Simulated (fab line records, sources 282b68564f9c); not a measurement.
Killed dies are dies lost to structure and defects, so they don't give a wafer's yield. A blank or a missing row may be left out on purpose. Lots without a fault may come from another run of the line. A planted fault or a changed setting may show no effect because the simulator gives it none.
Problem report in the 8D (eight disciplines) form, filled by code | flow rit_cmos | the parts of the form that need people (team, actions taken, sign-off) are left out

1. THE PROBLEM
rf_fwd_power_W at RIT_CONTACT_CVD_00 reads a mean of 444.9 W on 2 wafers of 1 lot; wafers without a fault read 396.5 W with a standard deviation of 1.5. That is +32 standard deviations from the usual mean.
The step: deposits SiO2 from TEOS, target thk 400 nm, time 59.47 s.
First seen on wafer L523.3, day 4 17:43, on pecvd-01. The record holds 15 wafers of 5 lots with a number at this step. Rule for "out", or "out of limits": more than 4 standard deviations from the usual mean. The other wafers with a number count as sound.

2. WHAT IT IS AND WHAT IT IS NOT
question                    | is               | is not
which readings at this step | rf_fwd_power_W   | heater_power_w, susceptor_temp_C
which lots                  | L523             | L517, L521, L528, L531
which wafers of those lots  | L523.3, L523.6   | L523.4
read on which tools         | pecvd-01         | pecvd-03, pecvd-04
when                        | from day 4 17:43 | up to then (7 sound wafers); but 6 sound wafers of L528, L531 came after

3. SUSPECTS, AND WHAT RULES EACH OUT
Counting: a tool at a process step up to the reading stays a suspect if it ran every lot that is out. Sound lots after the first of them don't rule it out here, since some wafers of a struck lot are sound.
- rtp_anneal-01 at RIT_SDANNEAL_RTA_03 (time 5 s): kept. It ran the lot that is out, L523 (day 4 16:41); its last sound lot up to then is L521 (day 4 07:35).
- rtp_anneal-02 at RIT_SILICIDE_RTA_04 (time 10 s, ramp up 5 s, ramp down 5 s): kept. It ran the lot that is out, L523 (day 4 17:34); its last sound lot up to then is L521 (day 4 08:28).
- rtp_anneal-01 at RIT_SILICIDE_RTA_06 (time 10 s, ramp up 5 s, ramp down 10 s): kept. It ran the lot that is out, L523 (day 4 17:40); its last sound lot up to then is L521 (day 4 08:39).
- pecvd-01 at RIT_CONTACT_CVD_00 (deposits SiO2 from TEOS, target thk 400 nm, time 59.47 s): kept. It ran the lot that is out, L523 (day 4 17:43); its last sound lot up to then is L517 (day 3 11:41). Its own readings are out on those wafers: rf_fwd_power_W.
- Within pecvd-01 at RIT_CONTACT_CVD_00: the wafers that are out ran in chamber 0; their sound lot-mates ran in chamber 2.
Left after counting: rtp_anneal-01 at RIT_SDANNEAL_RTA_03, rtp_anneal-02 at RIT_SILICIDE_RTA_04, rtp_anneal-01 at RIT_SILICIDE_RTA_06, pecvd-01 at RIT_CONTACT_CVD_00.

4. THE CAUSE (what the simulator had put in)
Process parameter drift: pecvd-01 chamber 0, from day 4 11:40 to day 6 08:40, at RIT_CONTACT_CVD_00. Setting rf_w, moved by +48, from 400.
Counting left 4 suspects, and this tool is among them.

5. THE CHAIN OF EFFECTS, in route order
Each row: a reading whose mean over the struck wafers that have a number lies more than 3 standard deviations from the usual. Only readings for which the record gives a usual standard deviation are gone through. hours: the time from each lot's start at the first step in this table that gives one to its start at this step, as a median over the lots. sigmas: the change in usual standard deviations.
hours | step               | reading        | usual     | on struck wafers | change | sigmas
0     | RIT_CONTACT_CVD_00 | rf_fwd_power_W | 396.5 W   | 444.9            | +48.4  | +32
4     | RIT_M1_CD_MEAS_09  | cd_nm          | 2600.1 nm | 2593.3           | -6.8   | -3.1
The process steps in it:
- RIT_CONTACT_CVD_00: deposits SiO2 from TEOS, target thk 400 nm, time 59.47 s.
Later measuring or inspecting steps at which every struck wafer that the step has a row for has a number for every such reading, and none has moved that far: RIT_CONTACT_THK_MEAS_01, RIT_CONTACT_CD_MEAS_08, RIT_CONTACT_OVL_MEAS_09, RIT_CONTACT_CD_MEAS_90, RIT_M1_RS_MEAS_01, RIT_M1_THK_MEAS_02, RIT_M1_OVL_MEAS_10.

6. WHAT WOULD HAVE CAUGHT IT SOONER
In this record the first reading out of limits was taken at day 4 17:43, 6 hours after the fault began at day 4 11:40.
